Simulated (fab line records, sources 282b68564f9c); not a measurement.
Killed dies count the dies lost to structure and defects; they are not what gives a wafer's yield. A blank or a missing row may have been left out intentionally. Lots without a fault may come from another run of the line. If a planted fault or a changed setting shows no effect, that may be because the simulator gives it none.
Which tool is to blame? | flow ritCmos | 42 wafers from 14 lots sampled at 2 of the route's 202 steps

## WHAT THE GAUGES READ, wafer by wafer
No reading from a measuring or inspecting step in the record can be judged against a usual standard deviation.

## WHAT TOOL EACH LOT RAN ON (gives the tool, then ch and the chambers of the sampled wafers, and finally the start)
lot  | RIT_GATE_ETCH_19               | RIT_M1_PROBE_99
L337 | rieSi-01 ch 1,2,3, day 2 16:14 | -
L338 | rieSi-02 ch 1,2,3, day 2 23:43 | -
L339 | rieSi-01 ch 1,3, day 3 02:35   | -
L340 | rieSi-02 ch 0,1,2, day 3 05:34 | -
L341 | rieSi-01 ch 0,2,3, day 3 12:42 | -
L345 | rieSi-01 ch 2,3, day 4 09:01   | -
L346 | rieSi-02 ch 0,2,3, day 4 11:10 | -
L347 | rieSi-01 ch 0,3, day 4 18:25   | prober-02, day 5 15:17
L352 | rieSi-02 ch 0,1,2, day 5 16:52 | prober-01, day 6 13:50
L354 | rieSi-02 ch 0,1,3, day 6 03:05 | -
L356 | rieSi-02 ch 0,1,2, day 6 14:02 | -
L358 | rieSi-02 ch 0,2,3, day 6 23:50 | -
L359 | rieSi-01 ch 0,3, day 7 06:18   | -
L360 | rieSi-02 ch 1,2,3, day 7 09:46 | -
- RIT_GATE_ETCH_19: etches poly-Si in SF6/CHF3/O2, stops on SiO2, time 165 s, target depth 312.5 nm.
- RIT_M1_PROBE_99

## AS READ BY THE TOOLS THEMSELVES (means over the sampled wafers that have a number; for cases with no such wafer, the mark the record gives instead)
RIT_GATE_ETCH_19.
lot  | tool     | O2_flow_sccm (sccm) | drypumpMotorCurrentA (A) | oesProductAu (a.u.) | rfFwdPowerW (W) | throttleValvePct (%)
L337 | rieSi-01 | 4.992               | 5.7                      | 0.855               | 159.7           | 10.29
L338 | rieSi-02 | 4.996               | 5.2                      | 0.870               | 159.3           | 10.24
L339 | rieSi-01 | 4.993               | 5.6                      | 0.859               | 158.8           | 10.20
L340 | rieSi-02 | 4.998               | 5.6                      | 0.865               | 159.9           | 10.20
L341 | rieSi-01 | 4.994               | 5.9                      | 0.852               | 159.8           | 10.35
L345 | rieSi-01 | 5.001               | 5.8                      | 0.857               | 201.8           | 10.39
L346 | rieSi-02 | 5.002               | 5.5                      | 0.865               | 159.0           | 10.18
L347 | rieSi-01 | 5.001               | 5.9                      | 0.866               | 202.1           | 10.37
L352 | rieSi-02 | 4.999               | 5.6                      | 0.865               | 159.7           | 10.20
L354 | rieSi-02 | 5.012               | 5.5                      | 0.857               | 160.0           | 10.15
L356 | rieSi-02 | 4.988               | 5.6                      | 0.869               | 158.9           | 10.19
L358 | rieSi-02 | 5.014               | 5.5                      | 0.875               | 158.9           | 10.18
L359 | rieSi-01 | 5.013               | 6.0                      | 0.854               | 159.0           | 10.37
L360 | rieSi-02 | 4.988               | 5.2                      | 0.878               | 159.7           | 10.24

RIT_M1_PROBE_99.
lot  | tool      | killedAtContacts | killedAtFrontEnd | killedDies | killedOpen | killedShort
L347 | prober-02 | 0.0              | 7                | 7          | 4.0        | 3.3
L352 | prober-01 | 0.0              | 8                | 8          | 4.7        | 3.3

## THE ANSWER, worked out from the rows above alone
Rule: the usual values come from the lots themselves. The widest of any qualifying gaps counts: lots, ordered by their means at a reading, are off when they make up no more than a third of the lots, leave a main group of 4 or more, and stand apart from it by 3 or more times the standard deviation of that group's means. A main group is skipped when, at the precision printed for the reading in the tables above, its means are all equal. A lot without any number at a reading at which 4 lots or more have one is off too. Where the step has rows for the other lots, those lots are counted as sound. The gauges are gone through in route order, then the tools' own readings, and for those a lot's mean is taken as printed above. The first step at which some lot is off is used, and at that step the reading that is off furthest; a lot without a number counts as furthest.
Off at RIT_GATE_ETCH_19 (rfFwdPowerW): L345, L347. Mean 159.4 W and standard deviation 0.43 in the main group.
A tool fits if, at that step or a process step before it, it ran every lot that is off, and no sound lot after the first of them. Not one of the candidates tried fits.

## WHAT WAS PUT IN BY THE SIMULATOR
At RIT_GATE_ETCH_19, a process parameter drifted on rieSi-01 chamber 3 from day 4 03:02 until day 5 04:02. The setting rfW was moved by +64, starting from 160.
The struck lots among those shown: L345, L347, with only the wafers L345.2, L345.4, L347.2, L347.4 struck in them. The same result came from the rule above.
